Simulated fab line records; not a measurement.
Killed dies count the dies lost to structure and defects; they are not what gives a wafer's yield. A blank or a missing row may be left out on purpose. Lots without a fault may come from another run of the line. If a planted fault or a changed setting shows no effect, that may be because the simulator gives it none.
Commonality check across tools	flow rit-cmos	14 lots, 42 wafers sampled

== WHAT PROMPTED THE OPENING ==
RIT_M1_RS_MEAS_01, reading M1_AL_RS: flagged on 2 of 14 lots. No-fault wafers: 0.0737 ohm/sq, standard deviation 0.0008.
Rule: a lot is flagged in two cases, either no wafer of it has a number, or all its wafers with numbers fall more than 4 standard deviations from that mean. The other lots count as sound.

lot	measured	on	M1_AL_RS (ohm/sq), wafer by wafer	flag
L960	day 3 08:24	film-metro-03	0.0726 0.0747 0.0741	
L962	day 3 17:48	film-metro-04	0.0739 0.0738 0.0727	
L963	day 3 21:29	film-metro-04	0.0725 0.0731 0.0719	
L965	day 4 11:44	film-metro-02	0.0741 0.0736 0.0735	
L966	day 4 15:44	film-metro-03	0.0723 0.0729 0.0729	
L967	day 4 19:13	film-metro-03	0.0740 0.0731 0.0742	
L969	day 5 04:35	film-metro-02	0.0732 0.0733 0.0733	
L970	day 5 12:02	film-metro-02	0.0738 0.0739 0.0748	
L971	day 5 20:07	film-metro-04	0.0404 0.0400 0.0398	FLAGGED
L973	day 6 02:42	film-metro-02	0.0399 0.0402 0.0401	FLAGGED
L974	day 6 04:41	film-metro-03	0.0750 0.0752 0.0749	
L979	day 7 05:05	film-metro-02	0.0744 0.0740 0.0746	
L981	day 7 20:29	film-metro-03	0.0733 0.0734 0.0731	
L983	day 8 04:52	film-metro-04	0.0746 0.0740 0.0751	
The mean of the flagged lots' numbers is 0.0401 ohm/sq, -0.0336 ohm/sq from the usual (-42 standard deviations).

== WHICH TOOL EACH LOT WENT THROUGH ==
The record holds 1 process step before the reading, out of a route of 202 steps. Read each cell as the tool, then ch plus the chambers that the sampled wafers visited, then the start.
lot	flag	RIT_M1_SPUTTER_00
L960		pvd-sputter-04, day 3 08:04
L962		pvd-sputter-04, day 3 17:31
L963		pvd-sputter-02, day 3 21:11
L965		pvd-sputter-02, day 4 11:26
L966		pvd-sputter-04, day 4 15:26
L967		pvd-sputter-02, day 4 18:55
L969		pvd-sputter-02, day 5 04:15
L970		pvd-sputter-01, day 5 11:44
L971	FLAGGED	pvd-sputter-02, day 5 19:48
L973	FLAGGED	pvd-sputter-02, day 6 02:23
L974		pvd-sputter-01, day 6 04:23
L979		pvd-sputter-01, day 7 04:44
L981		pvd-sputter-01, day 7 20:10
L983		pvd-sputter-01, day 8 04:31
These steps, and what they do:
- RIT_M1_SPUTTER_00: material Al, target thk 400 nm, time 500 s.
- RIT_M1_RS_MEAS_01: measures by four-point-probe.

== FLAGGED AGAINST TOTAL, ONE TOOL AT A TIME (gauges that did the reading follow at the end) ==
step	tool	lots run	flagged	share of the flagged lots	sound lots run after its first flagged lot
RIT_M1_SPUTTER_00	pvd-sputter-01	5	0	none	-
RIT_M1_SPUTTER_00	pvd-sputter-02	6	2	all	0
RIT_M1_SPUTTER_00	pvd-sputter-04	3	0	none	-
RIT_M1_RS_MEAS_01	film-metro-02	5	1	some	1 (L979)
RIT_M1_RS_MEAS_01	film-metro-03	5	0	none	-
RIT_M1_RS_MEAS_01	film-metro-04	4	1	some	1 (L983)

== WHAT THE TABLE ALLOWS ==
Rows of the table that ran each flagged lot: 1, that is pvd-sputter-02 at RIT_M1_SPUTTER_00.
- pvd-sputter-02 at RIT_M1_SPUTTER_00: 2 of its 6 lots flagged. Its last sound lot is L969 (day 5 04:15), its first flagged lot L971 (day 5 19:48): a fault that began between those two fits.
pvd-sputter-02 at RIT_M1_SPUTTER_00 is the single tool remaining.

== WHAT WAS PUT IN BY THE SIMULATOR ==
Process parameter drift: pvd-sputter-02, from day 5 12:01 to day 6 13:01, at RIT_M1_SPUTTER_00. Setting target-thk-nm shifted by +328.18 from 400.
Shown lots that were struck: L971, L973. The same result came from the rule above.
